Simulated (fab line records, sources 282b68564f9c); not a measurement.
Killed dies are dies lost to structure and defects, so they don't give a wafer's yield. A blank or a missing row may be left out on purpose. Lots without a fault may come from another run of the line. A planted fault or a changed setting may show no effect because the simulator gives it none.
fab line records | flow rit_cmos | part 2 of 2: steps 38 to 43 of 43
record lots=6 wafers=18 last_day=7
route steps=202 shown SDANNEAL@156 PSD@157 NSD@158 PLDD@159 NLDD@160 SILICIDE@161 CONTACT@168 M1@184
lots that met no fault: from a run of the same line without faults
start_h: hours from the record's first day to the start of the lot's first wafer shown | wait_h: hours since the lot's step before | " the same as in the row above | L1.1+2: a row that stands for several wafers | - no value, or no start given | * or withheld: withheld | < > ~ a bound
route shown NAME@n: a module of which the file shows steps, and the number in the route of the first | usual: mean/standard deviation of fault-free wafers | same: alike in all rows | chamber/n: place in a boat | sites: the reading at each site | _std_site: their standard deviation | _edge_site: outer sites' mean less inner sites' | radius_mm: how far each site lies from the wafer's centre | mask NAME#n: copy n | behind: the tool/chamber that last shaped the wafer | hold: why the lot was held/for how many hours/how that ended | device: the transistor (n, p or np) that didn't switch | end of line: the same wafers' tests at the end of the route | a step without rows: its recipe alone | killed: dies lost to structure and defects at the first sort, not the wafer's yield | map: a wafer's dies, x killed, . not, _ none there
set.NAME: the setting as run; set.NAME@STEP: as run at that earlier step | model.NAME: the simulator's own value behind a step, which no gauge read
lots at some steps of the route; a table a step, a row a wafer
services: from which hour (start_h, from the record's first day; less than 0 if before it) a tool's chamber was out of use, for how many hours, and why
## steps
# step RIT_M1_CD_MEAS_09
# recipe target_cd_nm=2600
# usual cd_nm=2599.8/2.2
# columns lot.wafer tool chamber start_h wait_h cd_nm
L618.1 cd_sem-01 - 65.15 - 2598.1
L618.4 " - " " 2597.3
L618.6 " - " " 2598.1
L619.2 cd_sem-01 - 69.41 - 2604.7
L619.5 " - " " 2603.5
L619.6 " - " " 2604.9
L625.4 cd_sem-02 - 101.01 - 2596.1
L625.5 " - " " 2598.0
L625.6 " - " " 2597.5
L628.1 cd_sem-01 - 117.02 - 2598.2
L628.3 " - " " 2597.3
L628.5 " - " " 2598.6
L638.1 cd_sem-02 - 171.19 - 2598.5
L638.4 " - " " 2598.2
L638.5 " - " " 2597.7
L639.1 cd_sem-02 - 175.13 - 2602.0
L639.2 " - " " 2596.6
L639.6 " - " " 2599.0
# step RIT_M1_OVL_MEAS_10
# usual M1_OVL=0.6/1.5
# columns lot.wafer tool chamber start_h wait_h M1_OVL[nm]
L618.1 overlay-02 - 65.27 0.1 0.7
L618.4 " - " " -0.3
L618.6 " - " " 1.2
L619.2 overlay-01 - 69.52 0.1 -1.2
L619.5 " - " " 2.0
L619.6 " - " " 2.4
L625.4 overlay-01 - 101.09 0.1 -1.0
L625.5 " - " " -1.4
L625.6 " - " " -3.6
L628.1 overlay-01 - 117.14 0.1 2.4
L628.3 " - " " 1.1
L628.5 " - " " 2.2
L638.1 overlay-01 - 171.31 0.1 0.5
L638.4 " - " " -1.4
L638.5 " - " " 0.2
L639.1 overlay-02 - 175.25 0.1 0.2
L639.2 " - " " -0.3
L639.6 " - " " 0.6
# step RIT_M1_HARDBAKE_11
# recipe resist=NOVOLAK temp_c=140 time_s=120
# step RIT_M1_METAL_ETCH_12
# recipe stop_on=SiO2 chemistry=Cl2/BCl3 target=Al time_s=165 over_etch_frac=0.5 pressure_mtorr=100 target_depth_a=6000 rf_w=250 Cl2_flow_sccm=60 bcl3_flow_sccm=50
# usual drypump_motor_current_A=5.7/0.42 oes_product_au=0.780/0.011 throttle_valve_pct=8.30/0.092
# columns lot.wafer tool chamber start_h wait_h drypump_motor_current_A oes_product_au rf_hours_counter_h throttle_valve_pct model.SiO2_of_CONTACT_CVD_00.thk_nm
L618.1 rie_metal-02 1 65.56 0.2 5.4 0.782 4 8.28 354.4
L618.4 " 1 " " 5.4 0.774 - 8.27 364.8
L618.6 " 0 " " 5.5 0.784 - 8.36 366.4
L619.2 rie_metal-01 1 69.80 0.2 6.5 0.768 1 8.40 360.8
L619.5 " 0 " " 5.8 0.799 - 8.24 367
L619.6 " 1 " " 6.5 0.774 - 8.40 369.2
L625.4 rie_metal-03 0 101.41 0.1 5.3 0.783 - 8.34 364
L625.5 " 0 " " 5.3 0.771 - 8.33 368.7
L625.6 " 1 " " 5.5 0.778 - 8.10 370.1
L628.1 rie_metal-03 0 117.58 0.2 5.3 0.781 36 8.33 365.9
L628.3 " 1 " " 5.5 0.777 - 8.09 369.6
L628.5 " 1 " " 5.5 0.767 - 8.11 373.7
L638.1 rie_metal-02 1 171.66 0.2 5.4 0.779 5 8.27 352.3
L638.4 " 1 " " 5.4 0.777 - 8.29 361.3
L638.5 " 0 " " 5.5 0.776 - 8.37 360
L639.1 rie_metal-01 0 175.53 0.2 5.7 0.797 2 8.24 359.7
L639.2 " 1 " " 6.5 0.765 2 8.40 361.8
L639.6 " 0 " " 5.7 0.794 - 8.24 364.3
# step RIT_M1_STRIP_13
# recipe chemistry=nmp resist=NOVOLAK temp_c=80 time_s=600 dry=n2_spin
# step RIT_M1_PROBE_99
# usual killed_at_front_end=7.1/2.8 killed_dies=7.2/2.8 killed_on_rim=1.8/1.3 killed_open=3.5/2 killed_short=3.7/1.9
# same gross_dies=264 killed_at_M0_to_M3=0 killed_at_M4_up=0 killed_at_back_side=0 killed_at_contacts=0 killed_at_other=0
# columns lot.wafer tool chamber start_h wait_h killed_at_front_end killed_dies killed_on_rim killed_open killed_short
L619.2 prober-02 - 73.72 0.1 11 11 3 6 5
L619.5 prober-02 - 73.87 0.2 4 4 0 0 4
L619.6 prober-02 - 73.92 0.2 4 4 0 2 2
L625.4 prober-02 - 107.11 0.2 5 5 1 2 3
L625.5 prober-02 - 107.16 0.2 5 5 2 1 4
L625.6 prober-02 - 107.21 0.2 5 5 1 2 3
L628.1 prober-01 - 120.47 0.1 8 8 3 3 5
L628.3 prober-01 - 120.57 0.2 9 9 4 3 5
L628.5 prober-01 - 120.67 0.2 5 5 1 2 2
L638.1 prober-01 - 173.91 0.1 6 6 1 2 4
L638.4 prober-01 - 174.06 0.2 5 5 2 4 1
L638.5 prober-01 - 174.11 0.2 6 6 1 3 3
# killed by level:class
L619.2 SILICIDE:geometric_particle:short=3 FOX2:geometric_particle:open=2 FOX1:geometric_particle:open=1 FOX1:geometric_particle:short=1 GATE:geometric_particle:short=1 GATE:geometric_particle:open=1 REOX:geometric_particle:open=1 SILICIDE:geometric_particle:open=1
L619.5 GATE:geometric_particle:short=2 FOX1:geometric_particle:short=1 REOX:geometric_particle:short=1
L619.6 SPACER:geometric_particle:open=2 GATE:geometric_particle:short=1 SILICIDE:geometric_particle:short=1
L625.4 FOX2:geometric_particle:short=2 REOX:geometric_particle:open=1 SPACER:geometric_particle:open=1 SILICIDE:geometric_particle:short=1
L625.5 FOX2:geometric_particle:short=2 FOX2:geometric_particle:open=1 GATE:geometric_particle:short=1 SILICIDE:geometric_particle:short=1
L625.6 FOX2:geometric_particle:short=2 FOX1:geometric_particle:open=1 SPACER:geometric_particle:open=1 SILICIDE:geometric_particle:short=1
L628.1 FOX1:geometric_particle:open=3 FOX1:geometric_particle:short=2 FOX2:geometric_particle:short=1 GATE:geometric_particle:short=1 REOX:geometric_particle:short=1
L628.3 SILICIDE:geometric_particle:short=3 FOX2:geometric_particle:open=2 GATE:geometric_particle:short=2 SILICIDE:geometric_particle:open=1 NRETRO:coat_microbubble_printed=1
L628.5 GATE:geometric_particle:open=2 GATE:geometric_particle:short=1 SILICIDE:geometric_particle:short=1 NRETRO:coat_microbubble_printed=1
L638.1 GATE:geometric_particle:open=2 SPACER:geometric_particle:short=2 GATE:geometric_particle:short=1 SILICIDE:geometric_particle:short=1
L638.4 SPACER:geometric_particle:open=2 FOX1:geometric_particle:open=1 GATE:geometric_particle:open=1 GATE:geometric_particle:short=1
L638.5 GATE:geometric_particle:open=2 SPACER:geometric_particle:short=2 SILICIDE:geometric_particle:short=1 SILICIDE:geometric_particle:open=1
## services
# columns tool chamber start_h hours kind
rie_metal-03 - 56.44 28.1 pm
pecvd-04 - 71.04 1.2 repair
rie_diel-04 - 81.79 0.2 repair
pvd_sputter-03 - 84.26 0.6 repair
plasma_asher-01 - 87.05 0.5 repair
rie_diel-02 3 105.79 8.8 repair
rie_metal-01 0 107.52 4.6 repair
plasma_asher-01 - 108.75 9.0 pm
pecvd-01 - 111.68 5.2 repair
rie_metal-02 1 116.81 6.6 repair
plasma_asher-02 - 119.68 1.4 repair
rie_metal-02 0 124.37 7.2 repair
pecvd-01 - 127.27 2.8 pm
rie_metal-03 - 136.12 20.0 pm
pecvd-01 1 140.10 4.4 repair
pvd_sputter-04 - 149.80 5.3 repair
rie_diel-02 - 156.58 0.1 repair
rie_diel-04 3 160.90 - clean
pvd_sputter-04 - 162.23 1.0 repair
plasma_asher-02 - 162.83 0.7 repair
rie_diel-04 2 165.42 7.4 repair
pvd_sputter-03 - 171.33 1.0 repair
pecvd-01 - 171.81 2.2 repair
rtp_anneal-01 - 173.26 1.6 pm
## key
first_sign none at tools or gauges
model_effect step=RIT_CONTACT_CVD_00 value=SiO2_of_CONTACT_CVD_00.thk_nm without=398.1 struck=405.4
model_effect step=RIT_CONTACT_ETCH_11 value=CONTACT.feature_depth_nm without=398.1 struck=405.4
model_effect step=RIT_M1_METAL_ETCH_12 value=SiO2_of_CONTACT_CVD_00.thk_nm without=361.3 struck=368.7
met_at RIT_CONTACT_CVD_00
struck_wafers L625.4,L625.5,L625.6,L628.1,L628.3,L628.5
tester_left_out L625,L628
onset_between 65.45 97.10
fault kind=process_parameter_drift tool=pecvd-02 chamber=- onset_h=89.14 steps=RIT_CONTACT_CVD_00 channel=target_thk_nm offset=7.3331 shape=step end_h=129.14 stated=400
# tester_left_out: of these lots the tester's yield and bins aren't shown, on N5 and GAA mostly nor the transistor test; their killed dies are dies lost to structure and defects alone, not to doping, threshold or leakage, so they don't give the yield
